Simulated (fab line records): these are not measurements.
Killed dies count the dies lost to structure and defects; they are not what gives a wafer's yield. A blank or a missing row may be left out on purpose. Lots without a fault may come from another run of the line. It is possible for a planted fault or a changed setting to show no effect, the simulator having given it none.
Struck lot and sound lot, side by side / flow ritCmos / 19 steps out of a route of 202
Sound: these wafers, L420.1, L420.2, L420.6. Struck: wafers L426.1, L426.4, L426.5. The cause is given at the end.
Per side, at each step with rows, come the tool, then ch with its chambers, and then its first start. Under that, the readings that differ: sound wafers / struck wafers / difference of the means / sigmas: that difference in standard deviations of wafers without a fault.
alike: readings with means less than 2 such deviations apart, plus words and numbers identical on both sides. not compared: withheld readings, readings lacking a value on some wafer, bounds such as >300 that could conceal the same value, and numbers that have no deviation in the record and whose values overlap.
A row with sigmas, a row that says differs or no value, or rows on one side alone: a step with any of these is where the two part. When numbers do not overlap yet have no deviation, they are printed without sigmas and do not part them. A reading that every wafer of one side lacks parts them only if that side has two wafers or more.

first, 2 steps without rows for these wafers: RIT_NWELL_HARDBAKE_07 (time 120 s); RIT_NWELL_IMPLANT_08.
RIT_NWELL_STRIP_09: strips in O2, time 180 s.
  sound on plasmaAsher-04 ch 0,1, day 2 13:07; struck on plasmaAsher-03 ch 0, day 3 20:11
  alike: drypumpMotorCurrentA
  not compared: rfHoursCounterH
RIT_NWELL_TW_MEAS_10:
  sound on filmMetro-01, day 2 13:17; struck on filmMetro-01, day 3 20:22
  alike: NWELL_TW
then, 6 steps without rows for these wafers: RIT_PWELL_HMDS_00 (prime time 60 s); RIT_PWELL_COAT_01 (resist thk 1300 nm); RIT_PWELL_SOFTBAKE_02 (time 59.02 s); RIT_PWELL_EXPOSE_03 (exposes mask M3, target cd 43700 nm); RIT_PWELL_PEB_04; RIT_PWELL_DEVELOP_05 (develop time 68 s).
RIT_PWELL_OVL_MEAS_06:
  sound on overlay-01, day 2 14:21; struck on overlay-01, day 3 21:25
  alike: PWELL_OVL
then, 1 step without rows for these wafers: RIT_PWELL_HARDBAKE_07 (time 120 s).
RIT_PWELL_IMPLANT_08:
  sound on implanter-03 ch 0, day 2 14:38; struck on implanter-04 ch 0, day 3 21:43
reading=implantIonAmu; sound=11 11 11; struck=31 31 31; difference=+20; sigmas=
reading=model.implant.rpNm (nm); sound=468.7 468.7 468.7; struck=213.6 213.6 213.6; difference=-255.1; sigmas=
reading=model.implant.drpNm (nm); sound=102.9 102.9 102.9; struck=68.82 68.82 68.82; difference=-34.08; sigmas=
RIT_PWELL_STRIP_09: strips in O2, time 180 s.
  sound on plasmaAsher-04 ch 0,1, day 2 14:47; struck on plasmaAsher-02 ch 0,1, day 3 21:52
  alike: drypumpMotorCurrentA
  not compared: rfHoursCounterH
RIT_PWELL_TW_MEAS_10:
  sound on filmMetro-03, day 2 14:58; struck on filmMetro-03, day 3 22:02
reading=PWELL_TW; sound=968 971 974; struck=2429 2426 2423; difference=+1455; sigmas=+97
then, 1 step without rows for these wafers: RIT_WELLDRIVE_ANNEAL_00 (time 14700 s).
RIT_WELLDRIVE_RS_MEAS_01: measures by four-point-probe.
  sound on filmMetro-03, day 2 20:31; struck on filmMetro-03, day 4 03:25
  alike: NWELL_RS
RIT_WELLDRIVE_RS_MEAS_02: measures by four-point-probe.
  sound on filmMetro-03, day 2 20:38; struck on filmMetro-03, day 4 03:32
reading=PWELL_RS (ohm/sq); sound=429.6 429.9 430.0; struck=83.8 83.7 83.8; difference=-346.1; sigmas=-99 or more
then, 1 step without rows for these wafers: RIT_NRETRO_HMDS_00 (prime time 60 s).

== WHERE THEY PART ==
First at RIT_PWELL_TW_MEAS_10; last, within this record, at RIT_WELLDRIVE_RS_MEAS_02.

WHY: what the simulator had put in
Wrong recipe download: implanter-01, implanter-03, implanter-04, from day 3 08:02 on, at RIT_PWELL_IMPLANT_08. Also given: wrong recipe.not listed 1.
